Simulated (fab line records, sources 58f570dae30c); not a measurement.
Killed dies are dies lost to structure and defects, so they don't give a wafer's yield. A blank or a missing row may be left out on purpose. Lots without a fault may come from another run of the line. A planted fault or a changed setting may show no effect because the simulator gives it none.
Which tool did it? | flow berkeley_cmos170 | 15 lots, 45 wafers sampled, at 4 steps of a route of 331

WHAT THE GAUGES READ, wafer by wafer
UCB170_NSD_OVL_MEAS_07. Usual: NSD_OVL -2 nm, standard deviation 6.4.
lot  | measured     | on         | NSD_OVL (nm)   | flag
L350 | day 6 15:45  | overlay-01 | 0 -5 4         |
L351 | day 6 20:37  | overlay-01 | -9 -5 -2       |
L353 | day 6 20:59  | overlay-01 | -3 -4 4        |
L356 | day 7 19:33  | overlay-01 | -5 -2 1        |
L354 | day 7 19:40  | overlay-01 | -1 -2 9        |
L358 | day 8 09:14  | overlay-02 | 4 -2 -1        |
L360 | day 9 01:04  | overlay-01 | 3 0 3          |
L361 | day 9 01:32  | overlay-02 | -2 -21 -5      |
L363 | day 9 07:53  | overlay-01 | -170 -171 -169 | OFF
L365 | day 9 23:15  | overlay-02 | -159 -169 -163 | OFF
L367 | day 10 05:32 | overlay-01 | -162 -167 -158 | OFF
L368 | day 10 05:10 | overlay-02 | -1 6 -9        |
L369 | day 10 17:44 | overlay-01 | 5 -14 -7       |
L370 | day 10 18:02 | overlay-01 | 0 1 -4         |
L372 | day 11 03:26 | overlay-01 | 2 14 4         |

WHICH TOOL RAN EACH LOT (tool, then ch and the chambers of the sampled wafers, then the start)
lot  | UCB170_GATE_STRIP_16                 | UCB170_SPACER_CVD_00           | UCB170_NSD_EXPOSE_03
L350 | plasma_asher-03 ch 0,1, day 6 01:21  | pecvd-01 ch 0,1,2, day 6 06:57 | krf_scanner-02 ch 0, day 6 15:14
L351 | plasma_asher-01 ch 1, day 6 05:16    | pecvd-03 ch 1,2, day 6 12:19   | krf_scanner-02 ch 0, day 6 20:07
L353 | plasma_asher-04 ch 0,1, day 6 05:32  | pecvd-01 ch 0,2, day 6 12:47   | krf_scanner-01 ch 0, day 6 20:30
L356 | plasma_asher-04 ch 0,1, day 7 05:52  | pecvd-02 ch 0,1,2, day 7 09:33 | krf_scanner-01 ch 0, day 7 18:19
L354 | plasma_asher-01 ch 0,1, day 7 06:07  | pecvd-01 ch 0,2, day 7 09:59   | krf_scanner-01 ch 0, day 7 18:33
L358 | plasma_asher-03 ch 0,1, day 7 21:15  | pecvd-02 ch 0,1,2, day 8 01:20 | krf_scanner-01 ch 0, day 8 08:43
L360 | plasma_asher-04 ch 0,1, day 8 10:53  | pecvd-01 ch 1,2, day 8 16:10   | krf_scanner-02 ch 0, day 9 00:34
L361 | plasma_asher-01 ch 0,1, day 8 11:17  | pecvd-02 ch 0,1, day 8 16:31   | krf_scanner-02 ch 0, day 9 01:02
L363 | plasma_asher-04 ch 0, day 8 20:23    | pecvd-01 ch 0,1,2, day 9 01:01 | krf_scanner-02 ch 0, day 9 07:04
L365 | plasma_asher-01 ch 0,1, day 9 08:06  | pecvd-02 ch 0,2, day 9 15:48   | krf_scanner-02 ch 0, day 9 22:44
L367 | plasma_asher-01 ch 0,1, day 9 15:29  | pecvd-01 ch 0,2, day 9 20:06   | krf_scanner-02 ch 0, day 10 04:53
L368 | plasma_asher-01 ch 1, day 9 15:46    | pecvd-03 ch 0,2, day 9 20:22   | krf_scanner-01 ch 0, day 10 04:34
L369 | plasma_asher-01 ch 0, day 10 05:05   | pecvd-01 ch 0,2, day 10 09:59  | krf_scanner-01 ch 0, day 10 17:12
L370 | plasma_asher-04 ch 0,1, day 10 05:13 | pecvd-03 ch 1,2, day 10 10:14  | krf_scanner-01 ch 0, day 10 17:28
L372 | plasma_asher-03 ch 0,1, day 10 15:28 | pecvd-03 ch 0,2, day 10 20:22  | krf_scanner-01 ch 0, day 11 02:37
- UCB170_GATE_STRIP_16: strips in O2.
- UCB170_SPACER_CVD_00: deposits SiO2 from TEOS/O2, target thk 376 nm, time 47 s.
- UCB170_NSD_EXPOSE_03: exposes mask NSELECT MOD, target cd 1200 nm.

WHAT THE TOOLS THEMSELVES READ (means of the sampled wafers that have a number; where no wafer has one, the mark that the record gives instead)
UCB170_GATE_STRIP_16. Usual: drypump_motor_current_A 5.3 A, standard deviation 0.38; oes_product_au 0.724 a.u., standard deviation 0.0046.
lot  | tool            | drypump_motor_current_A (A) | oes_product_au (a.u.) | flag
L350 | plasma_asher-03 | 5.3                         | 0.724                 |
L351 | plasma_asher-01 | 5.9                         | 0.722                 |
L353 | plasma_asher-04 | 5.0                         | 0.725                 |
L356 | plasma_asher-04 | 5.0                         | 0.727                 |
L354 | plasma_asher-01 | 5.4                         | 0.727                 |
L358 | plasma_asher-03 | 5.4                         | 0.721                 |
L360 | plasma_asher-04 | 5.0                         | 0.725                 |
L361 | plasma_asher-01 | 5.7                         | 0.728                 |
L363 | plasma_asher-04 | 4.7                         | 0.721                 |
L365 | plasma_asher-01 | 5.7                         | 0.719                 |
L367 | plasma_asher-01 | 5.4                         | 0.724                 |
L368 | plasma_asher-01 | 5.9                         | 0.729                 |
L369 | plasma_asher-01 | 5.2                         | 0.727                 |
L370 | plasma_asher-04 | 5.2                         | 0.723                 |
L372 | plasma_asher-03 | 5.3                         | 0.724                 |

UCB170_SPACER_CVD_00. Usual: heater_power_w 260 W, standard deviation 57; rf_fwd_power_W 543.9 W, standard deviation 2.5.
lot  | tool     | heater_power_w (W) | rf_fwd_power_W (W) | flag
L350 | pecvd-01 | 250                | 544.1              |
L351 | pecvd-03 | 252                | 541.9              |
L353 | pecvd-01 | 215                | 545.1              |
L356 | pecvd-02 | 291                | 547.4              |
L354 | pecvd-01 | 240                | 544.8              |
L358 | pecvd-02 | 317                | 546.1              |
L360 | pecvd-01 | 221                | 545.5              |
L361 | pecvd-02 | 335                | 544.4              |
L363 | pecvd-01 | 228                | 544.0              |
L365 | pecvd-02 | 295                | 543.6              |
L367 | pecvd-01 | 273                | 545.2              |
L368 | pecvd-03 | 180                | 540.8              |
L369 | pecvd-01 | 238                | 545.2              |
L370 | pecvd-03 | 238                | 542.0              |
L372 | pecvd-03 | 167                | 540.9              |

THE ANSWER, worked out from the rows above alone
Rule: a lot is off if the mean of its wafers that have a number lies more than 3 standard deviations from the usual mean. A lot without any number at a reading at which 4 lots or more have one is off too. The other lots that the step has rows for count as sound. The gauges are gone through in route order, then the tools' own readings, and for those a lot's mean is taken as printed above. The first step at which some lot is off is used, and at that step the reading that is off furthest; a lot without a number counts as furthest.
Off: L363, L365, L367, at UCB170_NSD_OVL_MEAS_07 (NSD_OVL).
A tool fits if, at a process step before that reading, it ran every lot that is off, and no sound lot after the first of them. The gauges at UCB170_NSD_OVL_MEAS_07 are tried like those tools. One fits: krf_scanner-02 at UCB170_NSD_EXPOSE_03. Its last sound lot is L361 (day 9 01:02), its first lot that is off L363 (day 9 07:04): a fault that began between those two fits.

WHAT THE SIMULATOR HAD PUT IN
Scanner matching overlay: krf_scanner-02, from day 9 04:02 on, at UCB170_NSD_EXPOSE_03. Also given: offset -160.
Lots struck among those shown: L363, L365, L367. The rule above found the same.
